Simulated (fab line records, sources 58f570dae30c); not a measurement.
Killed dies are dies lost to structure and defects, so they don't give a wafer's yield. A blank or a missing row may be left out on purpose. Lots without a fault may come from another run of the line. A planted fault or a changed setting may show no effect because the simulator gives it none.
Which tool did it? | flow berkeley_cmos170 | 14 lots, 42 wafers sampled, at 5 steps of a route of 331

WHAT THE GAUGES READ, wafer by wafer
UCB170_PWELL_THK_MEAS_06.
lot  | measured    | on            | PWELL_NITRIDE_THK (nm)
L622 | day 2 19:47 | film_metro-03 | 218.2 219.9 219.3
L623 | day 3 03:55 | film_metro-01 | 219.4 218.4 219.8
L624 | day 3 16:28 | film_metro-03 | 215.2 215.2 216.4
L626 | day 4 02:58 | film_metro-01 | 217.7 217.4 217.2
L627 | day 4 02:59 | film_metro-04 | 217.1 219.8 219.6
L632 | day 4 23:38 | film_metro-01 | 218.7 218.0 218.8
L633 | day 5 08:29 | film_metro-04 | 223.5 223.6 223.0
L636 | day 6 00:31 | film_metro-01 | 216.8 218.7 218.4
L637 | day 6 00:31 | film_metro-04 | 219.6 218.0 219.8
L638 | day 6 10:17 | film_metro-04 | 219.3 219.8 217.6
L639 | day 6 16:49 | film_metro-04 | 221.3 223.9 222.7
L641 | day 6 20:31 | film_metro-01 | 217.4 218.3 217.9
L643 | day 7 15:13 | film_metro-04 | 220.2 219.5 220.9
L645 | day 7 18:50 | film_metro-03 | 218.0 217.4 216.2

UCB170_PWELL_OVL_MEAS_13.
lot  | measured    | on         | PWELL_OVL (nm)
L622 | day 2 21:29 | overlay-02 | -1 -3 4
L623 | day 3 05:12 | overlay-01 | 4 -5 5
L624 | day 3 17:22 | overlay-02 | 2 2 2
L626 | day 4 04:02 | overlay-02 | 6 5 8
L627 | day 4 04:16 | overlay-02 | -3 -1 3
L632 | day 5 00:33 | overlay-01 | 2 3 2
L633 | day 5 09:23 | overlay-02 | 4 10 5
L636 | day 6 01:47 | overlay-01 | -11 -5 -11
L637 | day 6 02:08 | overlay-02 | -4 -4 -5
L638 | day 6 11:30 | overlay-01 | 0 1 3
L639 | day 6 18:44 | overlay-01 | -4 -4 -1
L641 | day 6 22:01 | overlay-02 | -5 -2 2
L643 | day 7 16:38 | overlay-01 | -1 -4 -6
L645 | day 7 19:44 | overlay-01 | 5 -2 2

UCB170_PFIELD_TW_MEAS_09.
lot  | measured    | on            | PFIELD_TW
L622 | day 4 04:11 | film_metro-02 | 599.1 600.6 607.2
L623 | day 4 13:34 | film_metro-02 | 604.6 605.5 599.5
L624 | day 5 02:32 | film_metro-03 | 600.8 604.8 602.7
L626 | day 5 16:21 | film_metro-01 | 604.9 610.5 607.6
L627 | day 5 16:04 | film_metro-03 | 604.2 603.6 600.3
L632 | day 6 08:49 | film_metro-03 | 632.5 630.8 633.6
L633 | day 6 18:28 | film_metro-02 | 635.2 633.6 629.1
L636 | day 7 10:56 | film_metro-02 | 608.3 605.4 606.0
L637 | day 7 10:47 | film_metro-03 | 604.6 602.7 603.8
L638 | day 8 04:31 | film_metro-01 | 601.9 608.6 605.1
L639 | day 8 05:29 | film_metro-02 | 603.7 606.5 604.0
L641 | day 8 06:26 | film_metro-03 | 601.1 602.4 604.1
L643 | day 9 01:50 | film_metro-03 | 604.3 606.0 603.7
L645 | day 9 01:46 | film_metro-02 | 611.4 608.3 605.6

UCB170_SACOX_THK_MEAS_02.
lot  | measured    | on            | SACOX_OXIDE_THK (nm)
L622 | day 4 23:17 | film_metro-04 | 14.18 14.23 14.27
L623 | day 5 07:49 | film_metro-04 | 14.65 14.71 14.45
L624 | day 5 21:22 | film_metro-01 | 14.55 14.67 14.48
L626 | day 6 09:14 | film_metro-04 | 14.54 14.29 14.25
L627 | day 6 09:14 | film_metro-01 | 14.27 14.24 14.04
L632 | day 7 00:16 | film_metro-01 | 14.30 14.61 14.55
L633 | day 7 15:38 | film_metro-02 | 14.07 14.05 13.96
L636 | day 8 06:19 | film_metro-01 | 14.13 14.52 14.35
L637 | day 8 06:19 | film_metro-02 | 14.36 14.33 14.32
L638 | day 8 20:47 | film_metro-02 | 14.41 14.55 14.66
L639 | day 8 20:46 | film_metro-01 | 14.54 14.56 14.48
L641 | day 8 20:47 | film_metro-04 | 14.51 14.53 14.67
L643 | day 9 17:31 | film_metro-04 | 14.70 14.88 14.53
L645 | day 9 17:29 | film_metro-04 | 14.37 14.40 14.65

WHICH TOOL RAN EACH LOT (tool, then ch and the chambers of the sampled wafers, then the start)
lot  | UCB170_PFIELD_IMPLANT_07
L622 | implanter-02 ch 0, day 4 03:56
L623 | implanter-02 ch 0, day 4 13:19
L624 | implanter-04 ch 0, day 5 02:20
L626 | implanter-01 ch 0, day 5 16:07
L627 | implanter-02 ch 0, day 5 15:49
L632 | implanter-01 ch 0, day 6 08:34
L633 | implanter-01 ch 0, day 6 18:13
L636 | implanter-02 ch 0, day 7 10:41
L637 | implanter-04 ch 0, day 7 10:32
L638 | implanter-04 ch 0, day 8 04:17
L639 | implanter-02 ch 0, day 8 05:14
L641 | implanter-02 ch 0, day 8 06:12
L643 | implanter-02 ch 0, day 9 01:35
L645 | implanter-04 ch 0, day 9 01:34
- UCB170_PFIELD_IMPLANT_07

WHAT THE TOOLS THEMSELVES READ (means of the sampled wafers that have a number; where no wafer has one, the mark that the record gives instead)
UCB170_PFIELD_IMPLANT_07.
lot  | tool         | dose_ions_cm2 | faraday_current_uA
L622 | implanter-02 | 2.0010e+13    | 63.1
L623 | implanter-02 | 1.9988e+13    | 63.5
L624 | implanter-04 | 2.0016e+13    | 62.4
L626 | implanter-01 | 2.0008e+13    | 64.6
L627 | implanter-02 | 1.9992e+13    | 63.4
L632 | implanter-01 | 2.3209e+13    | 72.6
L633 | implanter-01 | 2.3177e+13    | 74.1
L636 | implanter-02 | 2.0000e+13    | 64.6
L637 | implanter-04 | 1.9978e+13    | 64.2
L638 | implanter-04 | 2.0025e+13    | 62.8
L639 | implanter-02 | 1.9996e+13    | 62.3
L641 | implanter-02 | 2.0000e+13    | 64.1
L643 | implanter-02 | 2.0035e+13    | 63.8
L645 | implanter-04 | 2.0014e+13    | 62.2

THE ANSWER, worked out from the rows above alone
Rule: what is usual is taken from the lots themselves. Put in order of their means at a reading, lots are off if they are a third of the lots or fewer, leave a main group of 4 or more, and stand apart from it by a gap of 3 or more times the standard deviation of the main group's means; of several such gaps the widest counts. A main group whose means are all the same, to the digits that the tables above print for the reading, isn't used. A lot without any number at a reading at which 4 lots or more have one is off too. The other lots that the step has rows for count as sound. The gauges are gone through in route order, then the tools' own readings, and for those a lot's mean is taken as printed above. The first step at which some lot is off is used, and at that step the reading that is off furthest; a lot without a number counts as furthest.
Off: L632, L633, at UCB170_PFIELD_TW_MEAS_09 (PFIELD_TW). The main group: mean 604.5, standard deviation 2.
A tool fits if, at a process step before that reading, it ran every lot that is off, and no sound lot after the first of them. The gauges at UCB170_PFIELD_TW_MEAS_09 aren't tried: what is off there is off at UCB170_PFIELD_IMPLANT_07 too, on other tools, and a gauge's error can't cause that. One fits: implanter-01 at UCB170_PFIELD_IMPLANT_07. Its last sound lot is L626 (day 5 16:07), its first lot that is off L632 (day 6 08:34): a fault that began between those two fits.
The tool's own readings at UCB170_PFIELD_IMPLANT_07 bear it out: on the lots that are off they differ by more than 5 times the standard deviation of the sound lots' means. dose_ions_cm2 reads 2.3193e+13 there against 2.0005e+13 on the sound lots; faraday_current_uA reads 73.3 there against 63.4 on the sound lots.

WHAT THE SIMULATOR HAD PUT IN
Process parameter drift: implanter-01, from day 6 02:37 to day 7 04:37, at UCB170_PFIELD_IMPLANT_07. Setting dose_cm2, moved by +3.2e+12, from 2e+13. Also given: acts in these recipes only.
Lots struck among those shown: L632, L633. The rule above found the same.
